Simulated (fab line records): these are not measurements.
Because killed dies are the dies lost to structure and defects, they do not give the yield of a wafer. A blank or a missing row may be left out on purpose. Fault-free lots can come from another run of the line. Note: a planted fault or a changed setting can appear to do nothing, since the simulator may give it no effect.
fab line records	flow berkeleyCmos170	part 1 of 2: steps 1 to 26 of 38
record lots=5	wafers=15	lastDay=11
route steps=331 shown PVT@116 GATE@125 FIELD@126 PLDD@145
lots untouched by any fault: they come from a run of this same line in which no faults occurred
startH: hours from the record's opening day to when the first of the lot's shown wafers began	waitH: hours from the lot's prior step to this one	" as in the row above	L1.1+2: one row covering several wafers at once	- no value, or no start was given	* or withheld: withheld	< > ~ a bound
route shown NAME@n: NAME is a module with steps in the file, n the number in the route of the first one	usual: average and standard deviation across the fault-free wafers	same: alike in all rows	chamber/n: place in a boat	sites: per-site readings	_std_site: the standard deviation of these	_edge_site: mean of outer sites minus mean of inner sites	radiusMm: for every site, how far away it sits from the centre of the wafer	mask NAME#n: copy n	behind: tool/chamber where the wafer was last shaped	hold: reason for holding the lot/hours on hold/outcome of the hold	device: which transistor (n, p or np) failed to switch	end of line: at the end of the route, the tests of the same wafers	where a step has no rows: the recipe by itself	killed: dies that structure and defects cost at the first sort, which is not the same as the wafer's yield	map: the dies of a wafer, with x for killed, . for not killed, _ for no die there
set.NAME: setting as actually run; set.NAME@STEP: the setting as run at that earlier step	model.NAME: the simulator's own value behind a step, which no gauge read
lots at some steps of the route; a table a step, a row a wafer
services: from which hour (startH, from the record's first day; less than 0 if before it) a tool's chamber was out of use, for how many hours, and why
## steps
# step UCB170_PVT_COAT_01
# recipe resist=KrF	spinRpm=1500	resistThkNm=900
# usual dispensePressureKPa=47/4.3
lot.wafer	tool	chamber	startH	waitH	dispensePressureKPa
L080.1	lithoTrack-04	0	146.06	0.1	42
L080.3	"	0	"	"	42
L080.6	"	0	"	"	42
L086.1	lithoTrack-02	0	167.61	0.1	52
L086.2	"	0	"	"	52
L086.4	"	0	"	"	52
L089.2	lithoTrack-02	0	181.09	0.1	52
L089.4	"	0	"	"	52
L089.5	"	0	"	"	52
L094.1	lithoTrack-02	0	208.09	0.1	52
L094.2	"	0	"	"	52
L094.3	"	0	"	"	52
L093.2	lithoTrack-03	0	208.41	0.1	49
L093.5	"	0	"	"	49
L093.6	"	0	"	"	49
# step UCB170_PVT_SOFTBAKE_02
# recipe resist=KrF	tempC=130	timeS=60
# usual heaterPowerTotalW=56.80/0.044
lot.wafer	tool	chamber	startH	waitH	heaterPowerTotalW
L080.1	lithoTrack-04	0	146.21	0.1	56.81
L080.3	"	0	"	"	56.70
L080.6	"	0	"	"	56.85
L086.1	lithoTrack-02	0	167.76	0.1	56.77
L086.2	"	0	"	"	56.82
L086.4	"	0	"	"	56.79
L089.2	lithoTrack-02	0	181.24	0.1	56.81
L089.4	"	0	"	"	56.85
L089.5	"	0	"	"	56.84
L094.1	lithoTrack-02	0	208.24	0.1	56.85
L094.2	"	0	"	"	56.84
L094.3	"	0	"	"	56.79
L093.2	lithoTrack-03	0	208.56	0.1	56.73
L093.5	"	0	"	"	56.79
L093.6	"	0	"	"	56.82
# step UCB170_PVT_EXPOSE_03
# recipe maskId=NWELL	targetCdNm=3000	na=0.5	sigmaOuter=0.6	sourceShape=conventional	doseMj=30
# usual reticleTempC=23.01/0.12
# same sigmaOuter=0.6
lot.wafer	tool	chamber	startH	waitH	mask	reticleTempC
L080.1	krfScanner-01	0	146.62	0.4	NWELL#0	23.00
L080.3	"	0	"	"	NWELL#0	23.11
L080.6	"	0	"	"	NWELL#0	23.15
L086.1	krfScanner-02	0	168.04	0.2	NWELL#0	22.97
L086.2	"	0	"	"	NWELL#0	23.06
L086.4	"	0	"	"	NWELL#0	23.07
L089.2	krfScanner-02	0	181.51	0.2	NWELL#0	23.26
L089.4	"	0	"	"	NWELL#0	22.88
L089.5	"	0	"	"	NWELL#0	23.16
L094.1	krfScanner-01	0	208.39	0.1	NWELL#0	23.00
L094.2	"	0	"	"	NWELL#0	22.97
L094.3	"	0	"	"	NWELL#0	23.02
L093.2	krfScanner-01	0	208.70	0.1	NWELL#0	22.92
L093.5	"	0	"	"	NWELL#0	22.70
L093.6	"	0	"	"	NWELL#0	22.84
# step UCB170_PVT_PEB_04
# recipe pebTempC=130	pebTimeS=withheld	resist=KrF
# usual heaterPowerTotalW=56.81/0.045
lot.wafer	tool	chamber	startH	waitH	heaterPowerTotalW
L080.1	lithoTrack-02	0	146.74	0.1	56.77
L080.3	"	0	"	"	56.79
L080.6	"	0	"	"	56.80
L086.1	lithoTrack-03	0	168.15	0.1	56.81
L086.2	"	0	"	"	56.72
L086.4	"	0	"	"	56.84
L089.2	lithoTrack-03	0	182.44	0.9	56.84
L089.4	"	0	"	"	56.81
L089.5	"	0	"	"	56.90
L094.1	lithoTrack-04	0	209.34	0.9	56.77
L094.2	"	0	"	"	56.88
L094.3	"	0	"	"	56.78
L093.2	lithoTrack-02	0	209.59	0.9	56.74
L093.5	"	0	"	"	56.75
L093.6	"	0	"	"	56.75
# step UCB170_PVT_DEVELOP_05
# recipe developer=TMAH	developTimeS=45	resist=KrF	devTempC=21
lot.wafer	tool	chamber	startH	waitH
L080.1+3+6	lithoTrack-02	0	-	-
L086.1+2+4	lithoTrack-03	0	-	-
L089.2+4+5	lithoTrack-03	0	-	-
L094.1+2+3	lithoTrack-04	0	-	-
L093.2+5+6	lithoTrack-02	0	-	-
# step UCB170_PVT_OVL_MEAS_06
# usual PVT_OVL=5/6.7
lot.wafer	tool	chamber	startH	waitH	PVT_OVL[nm]
L080.1	overlay-01	-	147.02	-	-6
L080.3	"	-	"	"	-5
L080.6	"	-	"	"	-2
L086.1	overlay-01	-	168.43	-	-1
L086.2	"	-	"	"	2
L086.4	"	-	"	"	0
L089.2	overlay-01	-	182.70	-	13
L089.4	"	-	"	"	10
L089.5	"	-	"	"	7
L094.1	overlay-01	-	209.62	-	9
L094.2	"	-	"	"	7
L094.3	"	-	"	"	8
L093.2	overlay-02	-	209.84	-	11
L093.5	"	-	"	"	1
L093.6	"	-	"	"	8
# step UCB170_PVT_IMPLANT_07
# recipe species=P	doseCm2=2e+12	energyKev=30	tiltDeg=7
lot.wafer	tool	chamber	startH	waitH
L080.1+3+6	implanter-02	0	147.05	0.0
L086.1+2+4	implanter-04	0	168.46	0.0
L089.2+4+5	implanter-02	0	182.75	0.0
L094.1+2+3	implanter-01	0	209.65	0.0
L093.2+5+6	implanter-02	0	209.90	0.0
# step UCB170_PVT_STRIP_08
# recipe chemistry=O2	powerW=400	pressureMtorr=3500	platenTempC=withheld	o2FlowSccm=400	overashFraction=0.5
# usual drypumpMotorCurrentA=5.7/0.48	oesProductAu=0.734/0.0044	stripTimeToEndpointS=21.61/0.054
# same overashFraction=0.5
lot.wafer	tool	chamber	startH	waitH	drypumpMotorCurrentA	oesProductAu	rfHoursCounterH	stripTimeToEndpointS
L080.1	plasmaAsher-01	1	147.20	0.1	6.2	0.733	44	21.56
L080.3	"	1	"	"	6.2	0.738	-	21.60
L080.6	"	1	"	"	6.2	0.734	-	21.59
L086.1	plasmaAsher-04	0	168.61	0.1	6.3	0.732	6	21.66
L086.2	"	1	"	"	6.0	0.728	6	21.66
L086.4	"	1	"	"	6.0	0.729	-	21.64
L089.2	plasmaAsher-04	1	182.88	0.1	6.0	0.733	7	21.59
L089.4	"	0	"	"	6.2	0.738	-	21.62
L089.5	"	0	"	"	6.2	0.735	-	21.67
L094.1	plasmaAsher-01	0	209.80	0.1	5.1	0.736	51	21.70
L094.2	"	1	"	"	6.2	0.726	51	21.65
L094.3	"	1	"	"	6.2	0.739	-	21.66
L093.2	plasmaAsher-03	0	210.02	0.1	5.2	0.736	48	21.65
L093.5	"	1	"	"	5.3	0.733	-	21.74
L093.6	"	0	"	"	5.2	0.731	-	21.76
# step UCB170_PVT_TW_MEAS_09
# usual PVT_TW=508/4.1
lot.wafer	tool	chamber	startH	waitH	PVT_TW
L080.1	filmMetro-02	-	147.30	0.1	512
L080.3	"	-	"	"	513
L080.6	"	-	"	"	511
L086.1	filmMetro-02	-	168.71	0.1	509
L086.2	"	-	"	"	510
L086.4	"	-	"	"	508
L089.2	filmMetro-02	-	182.99	0.1	511
L089.4	"	-	"	"	509
L089.5	"	-	"	"	512
L094.1	filmMetro-03	-	209.90	0.1	507
L094.2	"	-	"	"	507
L094.3	"	-	"	"	505
L093.2	filmMetro-03	-	210.13	0.1	503
L093.5	"	-	"	"	502
L093.6	"	-	"	"	502
# step UCB170_GATE_WET_ETCH_00
# recipe chemistry=dHF	dilution=25:1	target=SiO2	tempC=25	timeS=200
lot.wafer	tool	chamber	startH	waitH
L080.1+3+6	wetBench-03	3	147.36	0.1
L086.1+2+4	wetBench-02	2	170.78	2.1
L089.2+4+5	wetBench-01	3	183.04	0.0
L094.1+2+3	wetBench-02	3	209.96	0.1
L093.2+5+6	wetBench-02	2	210.18	0.0
# step UCB170_FIELD_THK_MEAS_91
# recipe reads=SiO2_of_FIELD_OXIDATION_01
# usual FIELD_OXIDE_LEFT_2_THK=357/15
lot.wafer	tool	chamber	startH	waitH	FIELD_OXIDE_LEFT_2_THK[nm]
L080.1	filmMetro-03	-	147.43	0.0	359
L080.3	"	-	"	"	361
L080.6	"	-	"	"	363
L086.1	filmMetro-04	-	170.84	0.0	334
L086.2	"	-	"	"	347
L086.4	"	-	"	"	344
L089.2	filmMetro-04	-	183.11	0.0	364
L089.4	"	-	"	"	372
L089.5	"	-	"	"	368
L094.1	filmMetro-02	-	210.03	0.0	346
L094.2	"	-	"	"	325
L094.3	"	-	"	"	327
L093.2	filmMetro-04	-	210.26	0.0	328
L093.5	"	-	"	"	324
L093.6	"	-	"	"	338
# step UCB170_GATE_OXIDATION_01
# recipe tempC=850	ambient=O2	targetThkA=66	oxTimeS=1800
# usual spikeTcCentreC=850.9/1.4
lot.wafer	tool	chamber	startH	waitH	spikeTcCentreC
L080.1	furnace-03	0	151.30	3.9	851.8
L080.3	"	0	"	"	850.7
L080.6	"	0	"	"	851.1
L086.1	furnace-02	0	174.59	3.7	852.6
L086.2	"	0	"	"	850.5
L086.4	"	0	"	"	851.6
L089.2	furnace-04	0	185.21	2.1	853.1
L089.4	"	0	"	"	852.5
L089.5	"	0	"	"	853.6
L093.2	furnace-02	0	210.68	0.4	851.2
L093.5	"	0	"	"	852.2
L093.6	"	0	"	"	851.6
L094.1	furnace-02	0	210.68	0.6	852.5
L094.2	"	0	"	"	851.8
L094.3	"	0	"	"	851.4
# step UCB170_GATE_THK_MEAS_02
# recipe reads=SiO2_of_GATE_OXIDATION_01
# usual GATE_OXIDE_THK=6.61/0.16
lot.wafer	tool	chamber	startH	waitH	GATE_OXIDE_THK[nm]
L080.1	filmMetro-03	-	152.80	0.0	6.75
L080.3	"	-	"	"	6.63
L080.6	"	-	"	"	6.60
L086.1	filmMetro-03	-	176.09	0.0	6.45
L086.2	"	-	"	"	6.44
L086.4	"	-	"	"	6.45
L089.2	filmMetro-04	-	186.72	0.0	6.73
L089.4	"	-	"	"	6.62
L089.5	"	-	"	"	6.76
L094.1	filmMetro-04	-	212.18	0.0	6.55
L094.2	"	-	"	"	6.46
L094.3	"	-	"	"	6.54
L093.2	filmMetro-03	-	212.19	0.0	6.34
L093.5	"	-	"	"	6.28
L093.6	"	-	"	"	6.32
# step UCB170_GATE_ANNEAL_03
# recipe tempC=900	timeS=1800	ambient=N2
# usual spikeTcCentreC=901.6/1.2
lot.wafer	tool	chamber	startH	waitH	spikeTcCentreC
L080.1	furnace-03	0	155.38	2.6	901.0
L080.3	"	0	"	"	900.7
L080.6	"	0	"	"	900.3
L086.1	furnace-04	0	179.30	3.2	903.2
L086.2	"	0	"	"	902.5
L086.4	"	0	"	"	902.2
L089.2	furnace-04	0	189.21	2.5	902.7
L089.4	"	0	"	"	902.5
L089.5	"	0	"	"	902.0
L093.2	furnace-03	0	215.45	3.3	901.2
L093.5	"	0	"	"	898.6
L093.6	"	0	"	"	900.9
L094.1	furnace-03	0	215.45	3.3	900.4
L094.2	"	0	"	"	899.6
L094.3	"	0	"	"	899.7
# step UCB170_GATE_CVD_04
# recipe material=poly-Si	tempC=610	precursor=SiH4	timeS=1440	pressureMtorr=375	targetThkNm=214	sih4FlowSccm=120
# usual spikeTcCentreC=613.2/1
lot.wafer	tool	chamber	startH	waitH	spikeTcCentreC
L080.1	lpcvd-02	1	157.59	0.7	613.8
L080.3	"	1	"	"	613.5
L080.6	"	1	"	"	613.1
L086.1	lpcvd-01	0	180.80	0.0	612.3
L086.2	"	0	"	"	611.6
L086.4	"	0	"	"	611.6
L089.2	lpcvd-02	0	190.71	0.0	613.4
L089.4	"	0	"	"	612.8
L089.5	"	0	"	"	614.3
L093.2	lpcvd-02	1	216.95	0.0	613.8
L093.5	"	1	"	"	614.2
L093.6	"	1	"	"	611.9
L094.1	lpcvd-02	1	216.95	0.0	614.2
L094.2	"	1	"	"	613.6
L094.3	"	1	"	"	614.6
# step UCB170_GATE_THK_MEAS_05
# recipe reads=poly-Si_of_GATE_CVD_04
# usual GATE_POLY_THK=213.5/2.1
lot.wafer	tool	chamber	startH	waitH	GATE_POLY_THK[nm]
L080.1	filmMetro-01	-	158.99	0.0	213.6
L080.3	"	-	"	"	211.6
L080.6	"	-	"	"	213.2
L086.1	filmMetro-01	-	182.20	0.0	214.6
L086.2	"	-	"	"	214.5
L086.4	"	-	"	"	214.6
L089.2	filmMetro-03	-	192.13	0.0	212.2
L089.4	"	-	"	"	213.0
L089.5	"	-	"	"	213.2
L094.1	filmMetro-01	-	218.35	0.0	212.6
L094.2	"	-	"	"	210.4
L094.3	"	-	"	"	214.4
L093.2	filmMetro-04	-	218.36	0.0	214.4
L093.5	"	-	"	"	215.8
L093.6	"	-	"	"	217.4
# step UCB170_GATE_COAT_06
# recipe resist=BARC	tempC=withheld	timeS=withheld	spinRpm=3000	resistThkNm=withheld
# usual dispensePressureKPa=49.9/1.5
lot.wafer	tool	chamber	startH	waitH	dispensePressureKPa
L080.1	lithoTrack-03	0	159.05	0.1	49.2
L080.3	"	0	"	"	49.3
L080.6	"	0	"	"	49.2
L086.1	lithoTrack-01	0	182.95	0.7	48.5
L086.2	"	0	"	"	48.5
L086.4	"	0	"	"	48.4
L089.2	lithoTrack-02	0	192.49	0.3	52.0
L089.4	"	0	"	"	52.0
L089.5	"	0	"	"	52.0
L093.2	lithoTrack-03	0	218.58	0.2	49.2
L093.5	"	0	"	"	49.3
L093.6	"	0	"	"	49.2
L094.1	lithoTrack-01	0	218.60	0.2	48.5
L094.2	"	0	"	"	48.4
L094.3	"	0	"	"	48.5
# step UCB170_GATE_COAT_07
# recipe resist=KrF	spinRpm=1500	resistThkNm=900
# usual dispensePressureKPa=49.9/1.5
lot.wafer	tool	chamber	startH	waitH	dispensePressureKPa
L080.1	lithoTrack-03	0	-	-	49.2
L080.3	"	0	"	"	49.2
L080.6	"	0	"	"	49.2
L086.1	lithoTrack-01	0	-	-	48.4
L086.2	"	0	"	"	48.4
L086.4	"	0	"	"	48.4
L089.2	lithoTrack-02	0	-	-	52.0
L089.4	"	0	"	"	52.0
L089.5	"	0	"	"	52.0
L093.2	lithoTrack-03	0	-	-	49.2
L093.5	"	0	"	"	49.3
L093.6	"	0	"	"	49.2
L094.1	lithoTrack-01	0	-	-	48.5
L094.2	"	0	"	"	48.5
L094.3	"	0	"	"	48.5
# step UCB170_GATE_SOFTBAKE_08
# recipe resist=KrF	tempC=130	timeS=60
# usual heaterPowerTotalW=56.80/0.045
lot.wafer	tool	chamber	startH	waitH	heaterPowerTotalW
L080.1	lithoTrack-03	0	-	-	56.80
L080.3	"	0	"	"	56.80
L080.6	"	0	"	"	56.81
L086.1	lithoTrack-01	0	-	-	56.86
L086.2	"	0	"	"	56.81
L086.4	"	0	"	"	56.80
L089.2	lithoTrack-02	0	-	-	56.78
L089.4	"	0	"	"	56.75
L089.5	"	0	"	"	56.79
L093.2	lithoTrack-03	0	-	-	56.82
L093.5	"	0	"	"	56.84
L093.6	"	0	"	"	56.87
L094.1	lithoTrack-01	0	-	-	56.85
L094.2	"	0	"	"	56.83
L094.3	"	0	"	"	56.86
# step UCB170_GATE_EXPOSE_09
# recipe maskId=POLY	targetCdNm=350	na=0.5	sigmaOuter=0.6	sourceShape=conventional	doseMj=21
# usual reticleTempC=23.01/0.1
# same sigmaOuter=0.6
lot.wafer	tool	chamber	startH	waitH	mask	reticleTempC
L080.1	krfScanner-01	0	159.74	-	POLY#0	22.82
L080.3	"	0	"	"	POLY#0	22.94
L080.6	"	0	"	"	POLY#0	22.94
L086.1	krfScanner-02	0	183.40	-	POLY#0	22.99
L086.2	"	0	"	"	POLY#0	23.02
L086.4	"	0	"	"	POLY#0	23.11
L089.2	krfScanner-02	0	193.07	-	POLY#0	22.99
L089.4	"	0	"	"	POLY#0	23.10
L089.5	"	0	"	"	POLY#0	23.07
L093.2	krfScanner-02	0	219.15	-	POLY#0	22.92
L093.5	"	0	"	"	POLY#0	23.01
L093.6	"	0	"	"	POLY#0	22.84
L094.1	krfScanner-01	0	219.37	-	POLY#0	23.02
L094.2	"	0	"	"	POLY#0	23.15
L094.3	"	0	"	"	POLY#0	23.03
# step UCB170_GATE_PEB_10
# recipe pebTempC=130	pebTimeS=withheld	resist=KrF
# usual heaterPowerTotalW=56.80/0.043
lot.wafer	tool	chamber	startH	waitH	heaterPowerTotalW
L080.1	lithoTrack-03	0	159.89	0.1	56.81
L080.3	"	0	"	"	56.80
L080.6	"	0	"	"	56.75
L086.1	lithoTrack-01	0	184.12	0.7	56.86
L086.2	"	0	"	"	56.80
L086.4	"	0	"	"	56.79
L089.2	lithoTrack-01	0	193.55	0.5	56.82
L089.4	"	0	"	"	56.67
L089.5	"	0	"	"	56.82
L093.2	lithoTrack-02	0	219.46	0.3	56.76
L093.5	"	0	"	"	56.90
L093.6	"	0	"	"	56.80
L094.1	lithoTrack-02	0	219.71	0.3	56.87
L094.2	"	0	"	"	56.81
L094.3	"	0	"	"	56.81
# step UCB170_GATE_DEVELOP_11
# recipe developer=TMAH	developTimeS=45	resist=KrF	devTempC=21
lot.wafer	tool	chamber	startH	waitH
L080.1+3+6	lithoTrack-03	0	-	-
L086.1+2+4	lithoTrack-01	0	-	-
L089.2+4+5	lithoTrack-01	0	-	-
L093.2+5+6	lithoTrack-02	0	-	-
L094.1+2+3	lithoTrack-02	0	-	-
# step UCB170_GATE_CD_MEAS_12
# recipe targetCdNm=350
# usual cdNm=350.3/1.4
lot.wafer	tool	chamber	startH	waitH	cdNm
L080.1	cdSem-02	-	160.17	-	351.8
L080.3	"	-	"	"	351.2
L080.6	"	-	"	"	350.5
L086.1	cdSem-02	-	184.40	-	351.1
L086.2	"	-	"	"	351.4
L086.4	"	-	"	"	351.6
L089.2	cdSem-01	-	193.82	-	350.6
L089.4	"	-	"	"	350.7
L089.5	"	-	"	"	351.1
L093.2	cdSem-01	-	219.73	-	348.1
L093.5	"	-	"	"	347.5
L093.6	"	-	"	"	346.7
L094.1	cdSem-02	-	219.98	-	350.5
L094.2	"	-	"	"	349.7
L094.3	"	-	"	"	351.0
# step UCB170_GATE_OVL_MEAS_13
# usual GATE_OVL=-1/5.1
lot.wafer	tool	chamber	startH	waitH	GATE_OVL[nm]
L080.1	overlay-02	-	160.29	0.1	-1
L080.3	"	-	"	"	3
L080.6	"	-	"	"	0
L086.1	overlay-01	-	184.52	0.1	-3
L086.2	"	-	"	"	0
L086.4	"	-	"	"	-7
L089.2	overlay-02	-	193.93	0.1	-11
L089.4	"	-	"	"	-10
L089.5	"	-	"	"	-1
L093.2	overlay-02	-	219.83	0.1	2
L093.5	"	-	"	"	-5
L093.6	"	-	"	"	9
L094.1	overlay-02	-	220.10	0.1	-8
L094.2	"	-	"	"	-9
L094.3	"	-	"	"	-6
# step UCB170_GATE_ETCH_14
# recipe chemistry=N2/H2	targetDepthA=withheld	overetchA=withheld	target=BARC	timeS=withheld	sourceW=500	biasW=100	pressureMtorr=30	n2FlowSccm=100	h2FlowSccm=200
# usual drypumpMotorCurrentA=5.9/0.53	oesProductAu=0.998/0.02	throttleValvePct=13.27/0.16
lot.wafer	tool	chamber	startH	waitH	drypumpMotorCurrentA	oesProductAu	throttleValvePct
L080.1	rieDiel-02	2	160.32	0.0	5.4	0.950	13.37
L080.3	"	1	"	"	5.7	1.000	13.22
L080.6	"	2	"	"	5.4	0.952	13.38
L086.1	rieDiel-02	1	184.55	0.0	5.7	1.005	13.22
L086.2	"	0	"	"	5.7	0.998	13.02
L086.4	"	2	"	"	5.4	0.963	13.39
L089.2	rieDiel-04	3	193.96	0.0	6.3	0.997	13.40
L089.4	"	0	"	"	4.8	1.023	13.54
L089.5	"	1	"	"	5.6	1.002	13.07
L093.2	rieDiel-02	3	219.86	0.0	6.6	0.990	13.38
L093.5	"	1	"	"	5.7	1.007	13.21
L093.6	"	2	"	"	5.4	0.955	13.38
L094.1	rieDiel-03	3	220.14	0.0	6.0	1.045	13.42
L094.2	"	2	"	"	5.6	1.018	13.27
L094.3	"	1	"	"	5.7	1.001	13.34
# step UCB170_GATE_ETCH_15
# recipe chemistry=HBr/Cl2	target=poly-Si	stopOn=SiO2	overEtchFrac=0.3	icpW=300	biasW=150	timeS=56.3	pressureMtorr=15	HBr_flow_sccm=150	Cl2_flow_sccm=50	targetDepthA=2782
# usual drypumpMotorCurrentA=5.70/0.28	oesProductAu=0.824/0.015	throttleValvePct=26.49/0.22
lot.wafer	tool	chamber	startH	waitH	drypumpMotorCurrentA	oesProductAu	rfHoursCounterH	throttleValvePct
L080.1	rieSi-02	2	160.37	-	5.98	0.840	93	26.35
L080.3	"	1	"	"	5.90	0.839	22	26.47
L080.6	"	2	"	"	6.03	0.827	-	26.36
L086.1	rieSi-01	2	184.59	-	5.13	0.847	22	26.71
L086.2	"	0	"	"	5.91	0.817	20	26.71
L086.4	"	1	"	"	5.51	0.826	7	26.12
L089.2	rieSi-02	2	194.00	-	5.99	0.830	93	26.33
L089.4	"	0	"	"	5.61	0.796	0	26.76
L089.5	"	0	"	"	5.62	0.800	-	26.76
L093.2	rieSi-02	1	219.91	-	5.91	0.841	22	26.46
L093.5	"	0	"	"	5.61	0.808	-	26.77
L093.6	"	3	"	"	5.81	0.825	-	26.40
L094.1	rieSi-01	3	220.18	-	5.97	0.828	0	26.29
L094.2	"	1	"	"	5.48	0.818	7	26.14
L094.3	"	0	"	"	5.93	0.812	21	26.71
